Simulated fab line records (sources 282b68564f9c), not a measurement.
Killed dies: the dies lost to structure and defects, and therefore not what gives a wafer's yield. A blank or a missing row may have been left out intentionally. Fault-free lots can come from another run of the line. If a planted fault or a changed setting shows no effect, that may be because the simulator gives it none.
Comparing a struck lot with a sound one	flow rit cmos	3 steps out of a route of 202
Sound: the wafers L401.2, L401.3, L401.4. Wafers L390.3, L390.5, L390.6 were the ones struck. The cause is named last.
Order at every step that has rows: each side's tool, ch and its chambers, its first start. Under that, the readings that differ: sound wafers	struck wafers	difference of the means	sigmas: that difference in standard deviations of wafers without a fault.
alike: same words and numbers on both sides, and readings whose means sit less than 2 such deviations apart. not compared: any withheld reading, any reading some wafer has no value for, any bound like >300 that may hide the same value, and any number with overlapping values for which the record gives no deviation.
Wherever a step has rows on one side only, a row that says differs or no value, or a row with sigmas, the two part there. Non-overlapping numbers with no deviation appear without sigmas and do not part them. A reading missing from all wafers of one side parts the sides only when that side holds two or more wafers.

RIT_ACTIVE_BOW_MEAS_00:
  struck on film metro-01, day 2 16:02; sound on film metro-01, day 4 23:01
  alike: INCOMING_BOW
RIT_ACTIVE_OXIDATION_01: target thk 46.8 nm, ox time 3360 s.
  sound on furnace-03 ch 0, day 5 00:11; struck on furnace-01, day 2 16:56
  no value came back on the struck wafers for ox temp c (C), ox temp c max, ox time s (s), spike tc centre C (C); on the sound wafers ox temp c (C) reads 1006.5 1007.4 1006.8
then, 1 step without rows for these wafers: RIT_ACTIVE_CVD_03 (deposits Si3N4 from SiH2Cl2/NH3, target thk 150 nm, time 1500 s).

WHERE THEY PART
Only at RIT_ACTIVE_OXIDATION_01, within this record.

WHY: what had been put in by the simulator
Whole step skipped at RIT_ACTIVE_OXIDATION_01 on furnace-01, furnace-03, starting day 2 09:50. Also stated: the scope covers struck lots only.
